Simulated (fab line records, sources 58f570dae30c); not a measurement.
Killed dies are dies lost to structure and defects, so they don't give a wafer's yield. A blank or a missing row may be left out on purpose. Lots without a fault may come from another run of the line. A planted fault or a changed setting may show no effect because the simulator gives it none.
fab line records | flow berkeley_cmos170 | part 1 of 2: steps 1 to 31 of 42
record lots=5 wafers=15 last_day=12
route steps=331 shown GATE@142 PLDD@145 NLDD@158 SPACER@171 PSD@175
lots that met no fault: from a run of the same line without faults
start_h: hours from the record's first day to the start of the lot's first wafer shown | wait_h: hours since the lot's step before | " the same as in the row above | L1.1+2: a row that stands for several wafers | - no value, or no start given | * or withheld: withheld | < > ~ a bound
route shown NAME@n: a module of which the file shows steps, and the number in the route of the first | usual: mean/standard deviation of fault-free wafers | same: alike in all rows | chamber/n: place in a boat | sites: the reading at each site | _std_site: their standard deviation | _edge_site: outer sites' mean less inner sites' | radius_mm: how far each site lies from the wafer's centre | mask NAME#n: copy n | behind: the tool/chamber that last shaped the wafer | hold: why the lot was held/for how many hours/how that ended | device: the transistor (n, p or np) that didn't switch | end of line: the same wafers' tests at the end of the route | a step without rows: its recipe alone | killed: dies lost to structure and defects at the first sort, not the wafer's yield | map: a wafer's dies, x killed, . not, _ none there
set.NAME: the setting as run; set.NAME@STEP: as run at that earlier step | model.NAME: the simulator's own value behind a step, which no gauge read
lots at some steps of the route; a table a step, a row a wafer
services: from which hour (start_h, from the record's first day; less than 0 if before it) a tool's chamber was out of use, for how many hours, and why
## steps
# step UCB170_GATE_STRIP_16
# recipe chemistry=O2 power_w=400 pressure_mtorr=3500 platen_temp_c=withheld o2_flow_sccm=400 overash_fraction=0.5
# usual drypump_motor_current_A=5.9/0.31 oes_product_au=0.724/0.0047
# columns lot.wafer tool chamber start_h wait_h drypump_motor_current_A oes_product_au rf_hours_counter_h
L082.1 plasma_asher-01 1 200.76 0.0 5.4 0.722 47
L082.3 " 1 " " 5.5 0.727 -
L082.6 " 1 " " 5.5 0.730 -
L084.2 plasma_asher-04 0 215.36 0.0 5.7 0.721 42
L084.3 " 0 " " 5.7 0.725 -
L084.5 " 1 " " 6.3 0.723 -
L086.1 plasma_asher-03 0 215.48 0.0 5.7 0.723 11
L086.2 " 1 " " 5.9 0.719 11
L086.3 " 0 " " 5.7 0.715 -
L085.3 plasma_asher-04 0 215.67 0.1 5.6 0.723 -
L085.4 " 1 " " 6.3 0.728 -
L085.5 " 1 " " 6.4 0.721 -
L091.3 plasma_asher-03 0 244.36 0.1 5.7 0.713 -
L091.4 " 1 " " 5.9 0.722 -
L091.6 " 1 " " 5.9 0.723 -
# step UCB170_GATE_CD_MEAS_90
# recipe target_cd_nm=350
# usual cd_nm=349.8/1.5
# columns lot.wafer tool chamber start_h wait_h cd_nm
L082.1 cd_sem-01 - 200.86 0.1 347.6
L082.3 " - " " 348.1
L082.6 " - " " 346.2
L084.2 cd_sem-01 - 215.53 0.1 349.3
L084.3 " - " " 349.9
L084.5 " - " " 349.8
L086.1 cd_sem-01 - 215.63 0.1 349.8
L086.2 " - " " 351.6
L086.3 " - " " 348.8
L085.3 cd_sem-02 - 215.88 0.2 349.9
L085.4 " - " " 349.7
L085.5 " - " " 351.2
L091.3 cd_sem-02 - 244.55 0.2 348.7
L091.4 " - " " 350.3
L091.6 " - " " 351.6
# step UCB170_GATE_CLEAN_17
# recipe chemistry=SPM temp_c=120 time_s=600
# columns lot.wafer tool chamber start_h wait_h
L082.1+3+6 wet_bench-04 1 200.98 0.1
L084.2+3+5 wet_bench-02 3 215.63 0.1
L086.1+2+3 wet_bench-04 1 215.75 0.1
L085.3+4+5 wet_bench-04 1 215.96 0.1
L091.3+4+6 wet_bench-04 3 245.47 0.9
# step UCB170_PLDD_HMDS_00
# recipe prime_time_s=60 prime_temp_c=100
# same prime_time_s=60
# columns lot.wafer tool chamber start_h wait_h
L082.1+3+6 litho_track-02 0 201.16 0.0
L084.2+3+5 litho_track-04 0 215.85 0.0
L086.1+2+3 litho_track-01 0 216.11 0.2
L085.3+4+5 litho_track-02 0 216.27 0.1
L091.3+4+6 litho_track-04 0 245.74 0.1
# step UCB170_PLDD_COAT_01
# recipe resist=KrF spin_rpm=1500 resist_thk_nm=900
# columns lot.wafer tool chamber start_h wait_h
L082.1+3+6 litho_track-02 0 201.31 0.1
L084.2+3+5 litho_track-04 0 216.00 0.1
L086.1+2+3 litho_track-01 0 216.26 0.1
L085.3+4+5 litho_track-02 0 216.42 0.1
L091.3+4+6 litho_track-04 0 245.89 0.1
# step UCB170_PLDD_SOFTBAKE_02
# recipe resist=KrF temp_c=130 time_s=60
# usual plate_temp_C=130.01/0.15
# columns lot.wafer tool chamber start_h wait_h plate_temp_C
L082.1 litho_track-02 0 201.46 0.1 130.10
L082.3 " 0 " " 130.11
L082.6 " 0 " " 129.96
L084.2 litho_track-04 0 216.15 0.1 130.17
L084.3 " 0 " " 130.36
L084.5 " 0 " " 130.22
L086.1 litho_track-01 0 216.41 0.1 130.11
L086.2 " 0 " " 129.84
L086.3 " 0 " " 130.02
L085.3 litho_track-02 0 216.57 0.1 129.79
L085.4 " 0 " " 129.98
L085.5 " 0 " " 129.84
L091.3 litho_track-04 0 246.04 0.1 130.17
L091.4 " 0 " " 129.95
L091.6 " 0 " " 130.03
# step UCB170_PLDD_EXPOSE_03
# recipe mask_id=PSELECT na=0.5 sigma_outer=0.6 source_shape=conventional target_cd_nm=1200 dose_mj=30
# usual exposure_dose_mJ_cm2=29.974/0.03
# columns lot.wafer tool chamber start_h wait_h mask exposure_dose_mJ_cm2
L082.1 krf_scanner-01 0 201.61 0.1 PSELECT#0 29.954
L082.3 " 0 " " PSELECT#0 29.984
L082.6 " 0 " " PSELECT#0 29.965
L084.2 krf_scanner-01 0 216.42 0.2 PSELECT#0 29.999
L084.3 " 0 " " PSELECT#0 29.992
L084.5 " 0 " " PSELECT#0 29.988
L086.1 krf_scanner-02 0 216.68 0.2 PSELECT#0 29.965
L086.2 " 0 " " PSELECT#0 29.925
L086.3 " 0 " " PSELECT#0 29.977
L085.3 krf_scanner-01 0 216.96 0.4 PSELECT#0 29.976
L085.4 " 0 " " PSELECT#0 29.981
L085.5 " 0 " " PSELECT#0 29.923
L091.3 krf_scanner-02 0 246.30 0.2 PSELECT#0 29.994
L091.4 " 0 " " PSELECT#0 29.996
L091.6 " 0 " " PSELECT#0 29.994
# step UCB170_PLDD_PEB_04
# recipe peb_temp_c=130 peb_time_s=withheld resist=KrF
# usual plate_temp_C=129.96/0.13
# columns lot.wafer tool chamber start_h wait_h plate_temp_C
L082.1 litho_track-02 0 201.73 0.1 130.01
L082.3 " 0 " " 129.85
L082.6 " 0 " " 129.89
L084.2 litho_track-04 0 217.20 0.8 129.80
L084.3 " 0 " " 129.93
L084.5 " 0 " " 129.91
L086.1 litho_track-01 0 217.28 0.6 129.85
L086.2 " 0 " " 129.84
L086.3 " 0 " " 130.08
L085.3 litho_track-02 0 217.44 0.5 130.14
L085.4 " 0 " " 129.88
L085.5 " 0 " " 130.00
L091.3 litho_track-04 0 247.09 0.8 130.12
L091.4 " 0 " " 130.18
L091.6 " 0 " " 130.27
# step UCB170_PLDD_DEVELOP_05
# recipe developer=TMAH develop_time_s=45 resist=KrF dev_temp_c=21
# columns lot.wafer tool chamber start_h wait_h
L082.1+3+6 litho_track-02 0 - -
L084.2+3+5 litho_track-04 0 - -
L086.1+2+3 litho_track-01 0 - -
L085.3+4+5 litho_track-02 0 - -
L091.3+4+6 litho_track-04 0 - -
# step UCB170_PLDD_CD_MEAS_06
# recipe target_cd_nm=1200
# usual cd_nm=1199.8/1.7
# columns lot.wafer tool chamber start_h wait_h cd_nm
L082.1 cd_sem-01 - 202.00 - 1200.4
L082.3 " - " " 1202.3
L082.6 " - " " 1202.8
L084.2 cd_sem-02 - 217.47 - 1199.5
L084.3 " - " " 1199.6
L084.5 " - " " 1199.2
L086.1 cd_sem-01 - 217.56 - 1199.6
L086.2 " - " " 1198.5
L086.3 " - " " 1198.5
L085.3 cd_sem-02 - 217.71 - 1198.5
L085.4 " - " " 1197.7
L085.5 " - " " 1196.7
L091.3 cd_sem-01 - 247.35 - 1200.1
L091.4 " - " " 1198.5
L091.6 " - " " 1200.3
# step UCB170_PLDD_OVL_MEAS_07
# usual PLDD_OVL=2/5.1
# columns lot.wafer tool chamber start_h wait_h PLDD_OVL[nm]
L082.1 overlay-02 - 202.12 0.1 1
L082.3 " - " " 3
L082.6 " - " " 1
L084.2 overlay-01 - 217.57 0.1 5
L084.3 " - " " 9
L084.5 " - " " 1
L086.1 overlay-02 - 217.68 0.1 2
L086.2 " - " " 2
L086.3 " - " " 2
L085.3 overlay-01 - 217.80 0.1 10
L085.4 " - " " 5
L085.5 " - " " 7
L091.3 overlay-02 - 247.45 0.1 -2
L091.4 " - " " 3
L091.6 " - " " 3
# step UCB170_PLDD_IMPLANT_08
# recipe species=BF2 dose_cm2=5e+13 energy_kev=10 tilt_deg=7 rotation_deg=0
# columns lot.wafer tool chamber start_h wait_h
L082.1+3+6 implanter-02 0 202.16 0.0
L084.2+3+5 implanter-01 0 217.63 0.0
L086.1+2+3 implanter-02 0 217.71 0.0
L085.3+4+5 implanter-03 0 217.87 0.1
L091.3+4+6 implanter-03 0 247.52 0.1
# step UCB170_PLDD_IMPLANT_09
# recipe species=BF2 dose_cm2=5e+13 energy_kev=10 tilt_deg=7 rotation_deg=180
# columns lot.wafer tool chamber start_h wait_h
L082.1+3+6 implanter-02 0 202.31 0.1
L084.2+3+5 implanter-01 0 217.78 0.1
L086.1+2+3 implanter-02 0 217.86 0.1
L085.3+4+5 implanter-03 0 218.02 0.1
L091.3+4+6 implanter-03 0 247.67 0.1
# step UCB170_PLDD_STRIP_10
# recipe chemistry=O2 power_w=400 pressure_mtorr=3500 platen_temp_c=withheld o2_flow_sccm=400 overash_fraction=0.5
# usual drypump_motor_current_A=5.8/0.35 oes_product_au=0.735/0.0048 strip_time_to_endpoint_s=21.61/0.053
# columns lot.wafer tool chamber start_h wait_h drypump_motor_current_A oes_product_au rf_hours_counter_h strip_time_to_endpoint_s
L082.1 plasma_asher-03 0 202.46 0.1 5.7 0.730 11 21.58
L082.3 " 0 " " 5.7 0.736 - 21.59
L082.6 " 1 " " 5.9 0.733 - 21.61
L084.2 plasma_asher-01 1 217.90 0.1 5.4 0.726 50 21.62
L084.3 " 1 " " 5.4 0.731 - 21.60
L084.5 " 1 " " 5.4 0.732 - 21.62
L086.1 plasma_asher-01 1 218.01 0.1 5.4 0.738 50 21.53
L086.2 " 0 " " 6.2 0.728 50 21.58
L086.3 " 0 " " 6.2 0.728 - 21.58
L085.3 plasma_asher-01 1 218.16 0.1 5.4 0.732 - 21.65
L085.4 " 0 " " 6.2 0.739 - 21.70
L085.5 " 1 " " 5.4 0.738 - 21.59
L091.3 plasma_asher-03 1 247.80 0.1 5.9 0.740 - 21.65
L091.4 " 0 " " 5.7 0.736 - 21.67
L091.6 " 0 " " 5.7 0.735 - 21.63
# step UCB170_PLDD_TW_MEAS_11
# usual PLDD_TW=1014/10
# columns lot.wafer tool chamber start_h wait_h PLDD_TW
L082.1 film_metro-01 - 202.56 0.1 1003
L082.3 " - " " 999
L082.6 " - " " 1004
L084.2 film_metro-01 - 218.33 0.4 1014
L084.3 " - " " 1011
L084.5 " - " " 1012
L086.1 film_metro-01 - 218.38 0.3 1007
L086.2 " - " " 1005
L086.3 " - " " 1013
L085.3 film_metro-04 - 218.42 0.2 1026
L085.4 " - " " 1021
L085.5 " - " " 1021
L091.3 film_metro-04 - 247.89 0.1 1032
L091.4 " - " " 1028
L091.6 " - " " 1026
# step UCB170_PLDD_CLEAN_12
# recipe chemistry=SPM temp_c=120 time_s=600
# columns lot.wafer tool chamber start_h wait_h
L082.1+3+6 wet_bench-04 3 202.62 0.1
L084.2+3+5 wet_bench-01 3 218.38 0.0
L085.3+4+5 wet_bench-01 0 218.58 0.1
L086.1+2+3 wet_bench-01 2 218.58 0.2
L091.3+4+6 wet_bench-04 2 247.93 0.0
# step UCB170_NLDD_HMDS_00
# recipe prime_time_s=60 prime_temp_c=100
# same prime_time_s=60
# columns lot.wafer tool chamber start_h wait_h
L082.1+3+6 litho_track-01 0 202.79 0.0
L084.2+3+5 litho_track-04 0 218.61 0.0
L085.3+4+5 litho_track-04 0 219.08 0.3
L086.1+2+3 litho_track-03 0 219.15 0.4
L091.3+4+6 litho_track-04 0 248.36 0.3
# step UCB170_NLDD_COAT_01
# recipe resist=KrF spin_rpm=1500 resist_thk_nm=900
# columns lot.wafer tool chamber start_h wait_h
L082.1+3+6 litho_track-01 0 202.94 0.1
L084.2+3+5 litho_track-04 0 218.76 0.1
L085.3+4+5 litho_track-04 0 219.23 0.1
L086.1+2+3 litho_track-03 0 219.30 0.1
L091.3+4+6 litho_track-04 0 248.51 0.1
# step UCB170_NLDD_SOFTBAKE_02
# recipe resist=KrF temp_c=130 time_s=60
# usual plate_temp_C=130.01/0.12
# columns lot.wafer tool chamber start_h wait_h plate_temp_C
L082.1 litho_track-01 0 203.09 0.1 130.02
L082.3 " 0 " " 130.10
L082.6 " 0 " " 129.99
L084.2 litho_track-04 0 218.91 0.1 130.14
L084.3 " 0 " " 130.23
L084.5 " 0 " " 130.11
L085.3 litho_track-04 0 219.38 0.1 129.92
L085.4 " 0 " " 129.54
L085.5 " 0 " " 129.96
L086.1 litho_track-03 0 219.45 0.1 130.01
L086.2 " 0 " " 129.99
L086.3 " 0 " " 130.00
L091.3 litho_track-04 0 248.66 0.1 129.72
L091.4 " 0 " " 129.87
L091.6 " 0 " " 129.95
# step UCB170_NLDD_EXPOSE_03
# recipe mask_id=NSELECT na=0.5 sigma_outer=0.6 source_shape=conventional target_cd_nm=1200 dose_mj=30
# usual exposure_dose_mJ_cm2=29.97/0.03
# columns lot.wafer tool chamber start_h wait_h mask exposure_dose_mJ_cm2
L082.1 krf_scanner-01 0 203.37 0.2 NSELECT#0 29.93
L082.3 " 0 " " NSELECT#0 29.94
L082.6 " 0 " " NSELECT#0 29.95
L084.2 krf_scanner-02 0 219.18 0.2 NSELECT#0 30.01
L084.3 " 0 " " NSELECT#0 29.95
L084.5 " 0 " " NSELECT#0 29.99
L085.3 krf_scanner-01 0 219.65 0.2 NSELECT#0 29.99
L085.4 " 0 " " NSELECT#0 29.95
L085.5 " 0 " " NSELECT#0 30.01
L086.1 krf_scanner-01 0 219.73 0.2 NSELECT#0 29.99
L086.2 " 0 " " NSELECT#0 29.97
L086.3 " 0 " " NSELECT#0 29.95
L091.3 krf_scanner-01 0 248.80 0.1 NSELECT#0 29.90
L091.4 " 0 " " NSELECT#0 29.90
L091.6 " 0 " " NSELECT#0 29.94
# step UCB170_NLDD_PEB_04
# recipe peb_temp_c=130 peb_time_s=withheld resist=KrF
# usual plate_temp_C=129.98/0.15
# columns lot.wafer tool chamber start_h wait_h plate_temp_C
L082.1 litho_track-04 0 203.48 0.1 129.98
L082.3 " 0 " " 130.16
L082.6 " 0 " " 130.03
L084.2 litho_track-01 0 219.90 0.7 129.98
L084.3 " 0 " " 129.86
L084.5 " 0 " " 129.93
L085.3 litho_track-01 0 220.20 0.5 130.04
L085.4 " 0 " " 129.80
L085.5 " 0 " " 129.93
L086.1 litho_track-04 0 220.21 0.5 129.76
L086.2 " 0 " " 129.79
L086.3 " 0 " " 129.90
L091.3 litho_track-03 0 249.66 0.8 129.84
L091.4 " 0 " " 129.80
L091.6 " 0 " " 130.14
# step UCB170_NLDD_DEVELOP_05
# recipe developer=TMAH develop_time_s=45 resist=KrF dev_temp_c=21
# columns lot.wafer tool chamber start_h wait_h
L082.1+3+6 litho_track-04 0 - -
L084.2+3+5 litho_track-01 0 - -
L085.3+4+5 litho_track-01 0 - -
L086.1+2+3 litho_track-04 0 - -
L091.3+4+6 litho_track-03 0 - -
# step UCB170_NLDD_CD_MEAS_06
# recipe target_cd_nm=1200
# usual cd_nm=1199.2/1.5
# columns lot.wafer tool chamber start_h wait_h cd_nm
L082.1 cd_sem-01 - 203.76 - 1200.9
L082.3 " - " " 1200.8
L082.6 " - " " 1200.7
L084.2 cd_sem-02 - 220.17 - 1198.2
L084.3 " - " " 1199.8
L084.5 " - " " 1198.0
L085.3 cd_sem-01 - 220.46 - 1199.3
L085.4 " - " " 1197.1
L085.5 " - " " 1197.9
L086.1 cd_sem-02 - 220.48 - 1198.8
L086.2 " - " " 1198.3
L086.3 " - " " 1197.8
L091.3 cd_sem-01 - 249.92 - 1199.7
L091.4 " - " " 1199.4
L091.6 " - " " 1200.1
# step UCB170_NLDD_OVL_MEAS_07
# usual NLDD_OVL=1/6.3
# columns lot.wafer tool chamber start_h wait_h NLDD_OVL[nm]
L082.1 overlay-02 - 203.88 0.1 -1
L082.3 " - " " 7
L082.6 " - " " -2
L084.2 overlay-01 - 220.28 0.1 -6
L084.3 " - " " 1
L084.5 " - " " 1
L085.3 overlay-01 - 220.56 0.1 2
L085.4 " - " " -3
L085.5 " - " " 3
L086.1 overlay-01 - 220.60 0.1 10
L086.2 " - " " 13
L086.3 " - " " 7
L091.3 overlay-01 - 250.01 0.1 9
L091.4 " - " " 8
L091.6 " - " " 6
# step UCB170_NLDD_IMPLANT_08
# recipe species=As dose_cm2=5e+13 energy_kev=30 tilt_deg=7 rotation_deg=0
# columns lot.wafer tool chamber start_h wait_h
L082.1+3+6 implanter-04 0 203.91 0.0
L084.2+3+5 implanter-03 0 220.33 0.0
L085.3+4+5 implanter-01 0 220.63 0.1
L086.1+2+3 implanter-03 0 220.64 0.0
L091.3+4+6 implanter-01 0 250.09 0.1
# step UCB170_NLDD_IMPLANT_09
# recipe species=As dose_cm2=5e+13 energy_kev=30 tilt_deg=7 rotation_deg=180
# columns lot.wafer tool chamber start_h wait_h
L082.1+3+6 implanter-04 0 204.06 0.1
L084.2+3+5 implanter-03 0 220.48 0.1
L085.3+4+5 implanter-01 0 220.78 0.1
L086.1+2+3 implanter-03 0 220.79 0.1
L091.3+4+6 implanter-01 0 250.24 0.1
# step UCB170_NLDD_STRIP_10
# recipe chemistry=O2 power_w=400 pressure_mtorr=3500 platen_temp_c=withheld o2_flow_sccm=400 overash_fraction=0.5
# usual drypump_motor_current_A=5.90/0.3 oes_product_au=0.735/0.0041 strip_time_to_endpoint_s=21.63/0.066
# columns lot.wafer tool chamber start_h wait_h drypump_motor_current_A oes_product_au rf_hours_counter_h strip_time_to_endpoint_s
L082.1 plasma_asher-03 0 204.21 0.1 5.75 0.735 11 21.46
L082.3 " 1 " " 5.83 0.738 - 21.53
L082.6 " 1 " " 5.86 0.735 - 21.50
L084.2 plasma_asher-04 1 220.61 0.1 6.30 0.737 42 21.68
L084.3 " 1 " " 6.34 0.735 - 21.61
L084.5 " 0 " " 5.65 0.742 - 21.68
L085.3 plasma_asher-04 0 220.91 0.1 5.66 0.728 - 21.59
L085.4 " 1 " " 6.34 0.737 - 21.62
L085.5 " 1 " " 6.33 0.735 - 21.56
L086.1 plasma_asher-03 1 220.94 0.1 5.86 0.731 11 21.66
L086.2 " 0 " " 5.73 0.734 11 21.59
L086.3 " 0 " " 5.70 0.732 - 21.62
L091.3 plasma_asher-04 1 250.37 0.1 6.36 0.736 - 21.67
L091.4 " 0 " " 5.67 0.731 - 21.59
L091.6 " 0 " " 5.67 0.737 - 21.56
# step UCB170_NLDD_TW_MEAS_11
# usual NLDD_TW=2218/19
# columns lot.wafer tool chamber start_h wait_h NLDD_TW
L082.1 film_metro-04 - 204.31 0.1 2255
L082.3 " - " " 2239
L082.6 " - " " 2233
L084.2 film_metro-01 - 220.72 0.1 2230
L084.3 " - " " 2211
L084.5 " - " " 2208
L085.3 film_metro-04 - 221.00 0.1 2251
L085.4 " - " " 2240
L085.5 " - " " 2245
L086.1 film_metro-01 - 221.04 0.1 2230
L086.2 " - " " 2224
L086.3 " - " " 2212
L091.3 film_metro-01 - 250.46 0.1 2201
L091.4 " - " " 2194
L091.6 " - " " 2192
# step UCB170_NLDD_CLEAN_12
# recipe chemistry=SPM temp_c=120 time_s=600
# columns lot.wafer tool chamber start_h wait_h
L082.1+3+6 wet_bench-02 1 204.53 0.2
L084.2+3+5 wet_bench-02 3 220.96 0.2
L085.3+4+5 wet_bench-02 0 221.34 0.3
L086.1+2+3 wet_bench-02 0 221.34 0.3
L091.3+4+6 wet_bench-04 0 250.50 0.0
# step UCB170_SPACER_CVD_00
# recipe material=SiO2 target_thk_nm=376 temp_c=390 precursor=TEOS/O2 time_s=47 rf_w=550 pressure_mtorr=9000
# usual heater_power_w=258/47
# columns lot.wafer tool chamber start_h wait_h heater_power_w since_wet_clean_h
L082.1 pecvd-02 1 204.72 0.0 307 390
L082.3 " 0 " " 274 390
L082.6 " 0 " " 282 -
L084.2 pecvd-02 2 221.15 0.0 257 407
L084.3 " 1 " " 278 407
L084.5 " 1 " " 300 -
L085.3 pecvd-01 0 221.53 0.0 284 72
L085.4 " 0 " " 299 -
L085.5 " 2 " " 216 -
L086.1 pecvd-04 0 221.53 0.0 284 193
L086.2 " 1 " " 265 193
L086.3 " 2 " " 166 193
L091.3 pecvd-04 2 250.67 0.0 208 222
L091.4 " 0 " " 284 -
L091.6 " 1 " " 331 -
# step UCB170_SPACER_THK_MEAS_01
# recipe reads=SiO2_of_SPACER_CVD_00
# usual SPACER_TEOS_THK=376/6.3
# columns lot.wafer tool chamber start_h wait_h SPACER_TEOS_THK[nm]
L082.1 film_metro-04 - 204.76 0.0 370
L082.3 " - " " 383
L082.6 " - " " 387
L084.2 film_metro-03 - 221.20 0.0 372
L084.3 " - " " 370
L084.5 " - " " 374
L085.3 film_metro-04 - 221.59 0.0 367
L085.4 " - " " 373
L085.5 " - " " 375
L086.1 film_metro-04 - 221.63 0.1 377
L086.2 " - " " 366
L086.3 " - " " 379
L091.3 film_metro-04 - 250.73 0.0 380
L091.4 " - " " 383
L091.6 " - " " 372
